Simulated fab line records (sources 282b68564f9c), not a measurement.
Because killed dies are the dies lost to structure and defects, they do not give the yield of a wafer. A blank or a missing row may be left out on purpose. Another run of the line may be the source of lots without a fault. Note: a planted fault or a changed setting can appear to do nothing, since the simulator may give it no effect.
fab line records | flow ritCmos
[record] lots = 6 wafers = 18 lastDay = 8
route steps=202 shown REOX@99 NLDD@103 M1@202
lots that met no fault: taken from a fault-free run of the same line
startH: start of the lot's first displayed wafer, in hours after the record's first day | waitH: time in hours since the lot's previous step | " identical to the entry in the row above | L1.1+2: one row covering several wafers at once | - either no value or no given start | * or withheld: withheld | < > ~ a bound
route shown NAME@n: a module of which the file shows steps, and the number in the route of the first | usual: mean/standard deviation of fault-free wafers | same: alike in all rows | chamber/n: place in a boat | sites: per-site readings | _std_site: their standard deviation | _edge_site: inner sites' mean taken away from outer sites' mean | radiusMm: for every site, how far away it sits from the centre of the wafer | mask NAME#n: copy n | behind: the tool/chamber that last shaped the wafer | hold: the reason the lot was held/the length of the hold in hours/how it ended | device: names the non-switching transistor (n, p or np) | end of line: the tests these same wafers got at the end of their route | a step with no rows: only its recipe | killed: the dies lost at the first sort to structure and to defects; this is not the yield of the wafer | map: dies across one wafer; x = killed, . = not, _ = none there
set.NAME: setting as actually run; set.NAME@STEP: the setting as run at that earlier step | model.NAME: the simulator's own value behind a step, which no gauge read
certain route steps with their lots: each step a table, each wafer a row
services: when a tool's chamber went out of use (startH, in hours from the record's first day, below 0 if earlier), for how many hours, and the reason
[[steps]]
[step RIT_REOX_CLEAN_01]
[recipe] chemistry = dHF dilution = 50:1 timeS = 30
[step RIT_REOX_CLEAN_02]
[recipe] chemistry = SC2 mix = 3:3:50 timeS = 600 tempC = 75 dry = n2Spin
[step RIT_REOX_OXIDATION_03]
[recipe] tempC = 900 ambient = O2 targetThkA = 252 oxTimeS = 5580
[step RIT_REOX_THK_MEAS_04]
[recipe] reads = SiO2_of_REOX_OXIDATION_03
[usual] REOX_OXIDE_THK = 25.0/0.48
// columns lot.wafer tool chamber startH waitH REOX_OXIDE_THK[nm]
L668.1 filmMetro-02 - 45.92 0.0 25.2
L668.4 " - " " 25.1
L668.6 " - " " 25.5
L672.1 filmMetro-01 - 61.34 0.0 24.7
L672.4 " - " " 24.8
L672.6 " - " " 24.3
L674.2 filmMetro-02 - 70.63 0.0 24.5
L674.3 " - " " 24.5
L674.5 " - " " 24.4
L689.1 filmMetro-02 - 153.80 0.0 24.7
L689.2 " - " " 24.7
L689.6 " - " " 24.8
L690.2 filmMetro-04 - 158.48 0.0 25.4
L690.4 " - " " 25.8
L690.6 " - " " 25.8
L691.4 filmMetro-02 - 166.13 0.0 25.2
L691.5 " - " " 25.2
L691.6 " - " " 25.7
[step RIT_NLDD_HMDS_00]
[recipe] primeTimeS = 60 primeTempC = 140
[step RIT_NLDD_COAT_01]
[recipe] resist = NOVOLAK spinRpm = 3250 resistThkNm = 1000
[step RIT_NLDD_SOFTBAKE_02]
[recipe] resist = NOVOLAK tempC = 90 timeS = 60
[step RIT_NLDD_EXPOSE_03]
[recipe] maskId = M7 na = 0.57 targetCdNm = 40700 doseMj = 250
[step RIT_NLDD_PEB_04]
[recipe] resist = NOVOLAK tempC = withheld timeS = withheld
[step RIT_NLDD_DEVELOP_05]
[recipe] resist = NOVOLAK developTimeS = 50 devTempC = 23
[step RIT_NLDD_OVL_MEAS_06]
[usual] NLDD_OVL = 0.1/1.5
// columns lot.wafer tool chamber startH waitH NLDD_OVL[nm]
L668.1 overlay-02 - 46.96 - 0.5
L668.4 " - " " -0.4
L668.6 " - " " 1.4
L672.1 overlay-01 - 62.25 - 0.8
L672.4 " - " " -0.1
L672.6 " - " " 0.0
L674.2 overlay-02 - 71.54 - 2.1
L674.3 " - " " 2.1
L674.5 " - " " 1.7
L689.1 overlay-01 - 154.71 - 0.0
L689.2 " - " " -0.1
L689.6 " - " " 0.7
L690.2 overlay-01 - 159.51 - -0.4
L690.4 " - " " 0.0
L690.6 " - " " 0.1
L691.4 overlay-01 - 167.16 - -1.8
L691.5 " - " " -2.8
L691.6 " - " " -0.5
[step RIT_NLDD_HARDBAKE_07]
[recipe] resist = NOVOLAK tempC = 140 timeS = 60
[step RIT_NLDD_IMPLANT_08]
[recipe] species = P energyKev = 20 doseCm2 = 4.929e+14 tiltDeg = 7
[usual] beamEnergyKeV = 20.001/0.0056
// columns lot.wafer tool chamber startH waitH beamEnergyKeV model.implant.drpNm
L668.1 implanter-01 0 47.14 0.1 20.009 12.97
L668.4 " 0 " " 20.002 12.97
L668.6 " 0 " " 20.003 12.97
L672.1 implanter-04 0 62.44 0.1 20.001 12.97
L672.4 " 0 " " 19.991 12.97
L672.6 " 0 " " 19.997 12.97
L674.2 implanter-04 0 71.74 0.1 20.009 12.97
L674.3 " 0 " " 20.009 12.97
L674.5 " 0 " " 19.999 12.97
L689.1 implanter-01 0 154.89 0.1 19.649 12.83
L689.2 " 0 " " 19.653 12.83
L689.6 " 0 " " 19.656 12.83
L690.2 implanter-01 0 159.72 0.1 19.656 12.83
L690.4 " 0 " " 19.649 12.83
L690.6 " 0 " " 19.646 12.83
L691.4 implanter-02 0 167.40 0.1 20.009 12.97
L691.5 " 0 " " 20.002 12.97
L691.6 " 0 " " 20.005 12.97
[step RIT_NLDD_STRIP_09]
[recipe] chemistry = O2 timeS = 180 resist = NOVOLAK platenTempC = withheld powerW = 500 pressureMtorr = 4000 o2FlowSccm = 4000
[usual] drypumpMotorCurrentA = 5.7/0.45 o2FlowSccm = 4000/12
// columns lot.wafer tool chamber startH waitH drypumpMotorCurrentA o2FlowSccm rfHoursCounterH
L668.1 plasmaAsher-02 1 47.29 0.1 6.5 4007 24
L668.4 " 0 " " 5.4 3983 -
L668.6 " 1 " " 6.5 4014 -
L672.1 plasmaAsher-03 1 62.59 0.1 5.1 4030 32
L672.4 " 1 " " 5.1 4010 -
L672.6 " 1 " " 5.1 4014 -
L674.2 plasmaAsher-01 0 71.87 0.1 5.8 3990 48
L674.3 " 0 " " 5.7 4003 -
L674.5 " 0 " " 5.7 4000 -
L689.1 plasmaAsher-03 0 155.04 0.1 5.7 4008 42
L689.2 " 1 " " 5.1 3999 42
L689.6 " 1 " " 5.1 3997 -
L690.2 plasmaAsher-01 0 159.84 0.1 5.7 3999 56
L690.4 " 1 " " 6.3 4001 -
L690.6 " 0 " " 5.7 3978 -
L691.4 plasmaAsher-02 0 167.53 0.1 5.4 3995 -
L691.5 " 0 " " 5.4 3997 -
L691.6 " 1 " " 6.5 4022 -
[step RIT_M1_PROBE_99]
[usual] killed_at_M0_to_M3 = 0.0/0.14 killedAtContacts = 0.1/0.3 killedAtFrontEnd = 6.5/2.9 killedDies = 6.6/3 killedOpen = 3.3/2 killedShort = 3.3/1.9
[same] grossDies = 264 killed_at_M4_up = 0 killedAtBackSide = 0 killedAtOther = 0
// columns lot.wafer tool chamber startH waitH killed_at_M0_to_M3 killedAtContacts killedAtFrontEnd killedDies killedOpen killedShort
L668.1 prober-01 - 63.67 0.1 0 0 7 7 3 4
L668.4 prober-01 - 63.82 0.2 0 1 6 7 4 3
L668.6 prober-01 - 63.92 0.2 0 0 6 6 2 4
L672.1 prober-01 - 79.05 0.1 0 0 3 3 2 1
L672.4 prober-01 - 79.20 0.2 0 0 5 5 0 5
L672.6 prober-01 - 79.30 0.2 0 0 3 3 1 2
L674.2 prober-01 - 86.69 0.1 0 0 10 10 8 2
L674.3 prober-01 - 86.74 0.2 0 0 6 6 3 3
L674.5 prober-01 - 86.84 0.2 0 0 5 5 1 4
L689.1 prober-02 - 171.43 0.1 0 0 10 10 6 4
L689.2 prober-02 - 171.48 0.1 0 1 4 5 1 4
L689.6 prober-02 - 171.68 0.2 0 0 5 5 4 1
L690.2 prober-01 - 177.58 0.1 0 0 12 12 5 7
L690.4 prober-01 - 177.68 0.2 1 0 6 7 5 2
L690.6 prober-01 - 177.78 0.2 0 0 7 7 4 3
L691.4 prober-02 - 184.26 0.2 0 0 5 5 3 2
L691.5 prober-02 - 184.31 0.2 0 0 8 8 3 5
L691.6 prober-02 - 184.36 0.2 0 0 4 4 1 3
// killed by level:class
L668.1 FOX2:geometricParticle:short=2 FOX1:geometricParticle:open=1 FOX1:geometricParticle:short=1 FOX2:geometricParticle:open=1 GATE:geometricParticle:short=1 SILICIDE:geometricParticle:open=1
L668.4 GATE:geometricParticle:open=2 REOX:geometricParticle:open=2 FOX1:geometricParticle:short=1 FOX2:geometricParticle:short=1 CONTACT:geometricParticle:short=1
L668.6 SPACER:geometricParticle:short=2 GATE:geometricParticle:open=1 REOX:geometricParticle:short=1 SPACER:geometricParticle:open=1 SILICIDE:geometricParticle:short=1
L672.1 SILICIDE:geometricParticle:open=2 GATE:geometricParticle:short=1
L672.4 GATE:geometricParticle:short=2 FOX1:geometricParticle:short=1 REOX:geometricParticle:short=1 SPACER:geometricParticle:short=1
L672.6 GATE:geometricParticle:short=2 GATE:geometricParticle:open=1
L674.2 SPACER:geometricParticle:open=4 SILICIDE:geometricParticle:open=2 GATE:geometricParticle:open=1 GATE:geometricParticle:short=1 REOX:geometricParticle:open=1 SPACER:geometricParticle:short=1
L674.3 SPACER:geometricParticle:short=3 FOX1:geometricParticle:open=1 FOX2:geometricParticle:open=1 GATE:geometricParticle:open=1
L674.5 GATE:geometricParticle:short=2 FOX2:geometricParticle:short=1 SPACER:geometricParticle:open=1 SPACER:geometricParticle:short=1
L689.1 FOX1:geometricParticle:open=2 GATE:geometricParticle:short=2 GATE:geometricParticle:open=2 REOX:geometricParticle:open=2 SPACER:geometricParticle:short=2
L689.2 GATE:geometricParticle:short=3 SPACER:geometricParticle:short=1 CONTACT:geometricParticle:open=1
L689.6 GATE:geometricParticle:open=3 FOX1:geometricParticle:open=1 SILICIDE:geometricParticle:short=1
L690.2 GATE:geometricParticle:open=3 REOX:geometricParticle:short=3 SPACER:geometricParticle:short=2 FOX2:geometricParticle:short=1 REOX:geometricParticle:open=1 SPACER:geometricParticle:open=1 SILICIDE:geometricParticle:short=1
L690.4 GATE:geometricParticle:open=3 FOX2:geometricParticle:short=1 GATE:geometricParticle:short=1 SPACER:geometricParticle:open=1 M1:geometricParticle:open=1
L690.6 GATE:geometricParticle:open=2 SPACER:geometricParticle:open=2 FOX2:geometricParticle:short=1 GATE:geometricParticle:short=1 SILICIDE:geometricParticle:short=1
L691.4 GATE:geometricParticle:short=2 GATE:geometricParticle:open=2 REOX:geometricParticle:open=1
L691.5 FOX1:geometricParticle:short=2 FOX1:geometricParticle:open=2 GATE:geometricParticle:short=2 SPACER:geometricParticle:open=1 SPACER:geometricParticle:short=1
L691.6 GATE:geometricParticle:short=3 SPACER:geometricParticle:open=1
[[services]]
// columns tool chamber startH hours kind
implanter-02 - 67.45 3.0 pm
implanter-01 - 103.08 9.0 pm
implanter-04 - 152.88 2.5 pm
implanter-02 - 158.56 2.1 repair
[[key]]
[firstSign] step = RIT_NLDD_IMPLANT_08 reading = beamEnergyKeV direction = down sigmas = 63 usual = 20.001 struck = 19.651
effect none on later readings
[modelEffect] step = RIT_NLDD_IMPLANT_08 value = implant.drpNm without = 12.97 struck = 12.83
metAt RIT_NLDD_IMPLANT_08
struckWafers L689.1,L689.2,L689.6,L690.2,L690.4,L690.6
testerLeftOut L689,L690
onsetBetween 47.14 154.89
[fault] kind = processParameterDrift tool = implanter-01 chamber = - onsetH = 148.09 steps = RIT_NLDD_IMPLANT_08 channel = energyKev offset = -0.34631 shape = step endH = 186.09 actsIn = theseRecipesOnly stated = 20
// testerLeftOut: of these lots the tester's yield and bins aren't shown, on N5 and GAA mostly nor the transistor test; their killed dies are dies lost to structure and defects alone, not to doping, threshold or leakage, so they don't give the yield
